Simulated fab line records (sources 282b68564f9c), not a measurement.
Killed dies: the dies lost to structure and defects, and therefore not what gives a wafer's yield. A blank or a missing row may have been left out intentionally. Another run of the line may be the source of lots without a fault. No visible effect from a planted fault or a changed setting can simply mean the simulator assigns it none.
What tool caused it?	flow rit_cmos	12 lots, 36 wafers sampled, at 2 steps of a route of 202

WHAT THE GAUGES SHOWED, per wafer
RIT_PRETRO_TW_MEAS_10.
lot	measured	on	PRETRO_TW
L159	day 2 09:07	film_metro-03	486 484 481
L160	day 2 14:55	film_metro-03	484 486 483
L161	day 2 19:06	film_metro-02	484 483 480
L166	day 3 19:40	film_metro-01	450 447 447
L170	day 4 16:54	film_metro-02	455 454 457
L172	day 5 02:37	film_metro-02	485 482 485
L173	day 5 06:49	film_metro-02	485 487 486
L175	day 5 19:16	film_metro-01	479 479 477
L179	day 6 13:27	film_metro-01	476 478 478
L180	day 6 19:31	film_metro-02	488 487 486
L181	day 7 00:48	film_metro-02	484 487 487
L182	day 7 06:26	film_metro-03	481 484 480

TOOL THAT RAN EACH LOT (tool first, then ch and the chambers of the sampled wafers, then the start)
lot	RIT_PRETRO_IMPLANT_08
L159	implanter-04 ch 0, day 2 08:50
L160	implanter-03 ch 0, day 2 14:35
L161	implanter-04 ch 0, day 2 18:46
L166	implanter-04 ch 0, day 3 19:20
L170	implanter-04 ch 0, day 4 16:35
L172	implanter-03 ch 0, day 5 02:18
L173	implanter-02 ch 0, day 5 06:29
L175	implanter-02 ch 0, day 5 18:58
L179	implanter-02 ch 0, day 6 13:08
L180	implanter-02 ch 0, day 6 19:11
L181	implanter-02 ch 0, day 7 00:29
L182	implanter-02 ch 0, day 7 06:07
- RIT_PRETRO_IMPLANT_08

AS READ BY THE TOOLS THEMSELVES (means over the sampled wafers that have a number; for cases with no such wafer, the mark the record gives instead)
RIT_PRETRO_IMPLANT_08.
lot	tool	beam_on_s (s)	dose_ions_cm2	faraday_current_uA
L159	implanter-04	9.95	1.1998e+13	38.3
L160	implanter-03	10.03	1.2003e+13	38.0
L161	implanter-04	10.06	1.2007e+13	37.9
L166	implanter-04	9.94	9.9730e+12	31.6
L170	implanter-04	9.96	9.9603e+12	31.7
L172	implanter-03	9.99	1.1992e+13	38.1
L173	implanter-02	10.14	1.1996e+13	37.6
L175	implanter-02	10.18	1.2001e+13	37.4
L179	implanter-02	9.89	1.1994e+13	38.5
L180	implanter-02	10.02	1.2010e+13	38.0
L181	implanter-02	10.13	1.2024e+13	37.6
L182	implanter-02	10.07	1.2011e+13	37.9

THE ANSWER, worked out from the rows above alone
Rule: the lots themselves supply what counts as usual. Put in order of their means at a reading, lots are off if they are a third of the lots or fewer, leave a main group of 4 or more, and stand apart from it by a gap of 3 or more times the standard deviation of the main group's means; of several such gaps the widest counts. A main group whose means are all the same, to the digits that the tables above print for the reading, isn't used. A lot without any number at a reading at which 4 lots or more have one is off too. All remaining lots with rows at the step are treated as sound. After the gauges, taken in route order, come the tools' own readings; for these a lot's mean is taken, as printed above. At the first step where some lot is off, the reading lying furthest off is the one used; lots without a number count as furthest.
Off: L166, L170, seen at RIT_PRETRO_TW_MEAS_10 (PRETRO_TW). The main group: mean 483, standard deviation 3.1.
If a tool, at a process step before that reading, ran all the lots that are off and no sound lot after the first of them, it fits. Not tried: the gauges at RIT_PRETRO_TW_MEAS_10; whatever is off there is also off at RIT_PRETRO_IMPLANT_08, on other tools, and gauge error can't account for it. One fits: RIT_PRETRO_IMPLANT_08 on implanter-04. Its last sound lot is L161 (day 2 18:46), its first lot that is off L166 (day 3 19:20): a fault that began between those two fits.
The tool's own readings at RIT_PRETRO_IMPLANT_08 bear it out: on the lots that are off they differ by more than 5 times the standard deviation of the sound lots' means. dose_ions_cm2 reads 9.9666e+12 there against 1.2004e+13 on the sound lots; faraday_current_uA reads 31.6 there against 37.9 on the sound lots.

WHAT WAS PUT IN BY THE SIMULATOR
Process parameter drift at RIT_PRETRO_IMPLANT_08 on implanter-04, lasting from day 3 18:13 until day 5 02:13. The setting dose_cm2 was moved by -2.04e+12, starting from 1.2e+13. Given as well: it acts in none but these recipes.
Struck lots among those shown: L166, L170. The rule above reached the same finding.
